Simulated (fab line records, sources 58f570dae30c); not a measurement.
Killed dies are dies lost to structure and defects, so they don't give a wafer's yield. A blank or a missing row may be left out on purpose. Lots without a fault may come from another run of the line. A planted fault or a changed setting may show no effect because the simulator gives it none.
Chamber matching | flow berkeley_cmos170 | UCB170_SPACER_ETCHBACK_03 on rie_diel-03: 4 sister chambers
The step etches SiO2 in CHF3/CF4/Ar, stops on Si, target depth 376 nm, time 100 s. 8 wafers are shown with their chamber, then 7 later ones without.

WAFERS WITH THEIR CHAMBER
wafer  | chamber | throttle_valve_pct (%) | run_length_s (s)
L183.3 | 1       | 6.40                   | 128.3
L189.1 | 3       | 6.23                   | 128.3
L189.6 | 2       | 6.39                   | 128.6
L196.1 | 1       | 6.44                   | 128.2
L196.2 | 0       | 6.45                   | 129.2
L196.3 | 3       | 6.25                   | 128.5
L199.1 | 0       | 6.45                   | 128.8
L199.2 | 2       | 6.38                   | 128.7

WAFERS WITHOUT THEIR CHAMBER
wafer  | throttle_valve_pct (%) | run_length_s (s)
L199.3 | 6.24                   | 128.2
L201.3 | 6.45                   | 129.0
L201.5 | 6.45                   | 128.5
L201.6 | 6.43                   | 128.2
L202.2 | 6.46                   | 128.6
L202.3 | 6.41                   | 128.3
L202.4 | 6.43                   | 128.2

WHICH CHAMBER EACH WENT THROUGH
wafer  | from the rows above          | in truth
L199.3 | 3                            | 3
L201.3 | 0                            | 0
L201.5 | can't be placed: 1 or 0 or 2 | 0
L201.6 | 1                            | 1
L202.2 | can't be placed: 0 or 1      | 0
L202.3 | can't be placed: 1 or 2      | 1
L202.4 | 1                            | 1
Placed correctly: 4 of 7. Can't be placed from these rows: 3 (the true chamber is among the candidates in 3). Placed wrongly: 0.
How it was worked out, from the rows above alone: a wafer's distance from a chamber is the root of the sum, over the readings, of the square of ((its reading less the chamber's mean) divided by the reading's scatter). The wafer belongs to the nearest chamber; if the next one is less than 2 further off, it can't be placed. A chamber's mean is the mean of its shown wafers. The scatter: the root of (the sum of the squares of (reading less its chamber's mean) over the shown wafers, divided by (wafers less chambers)).
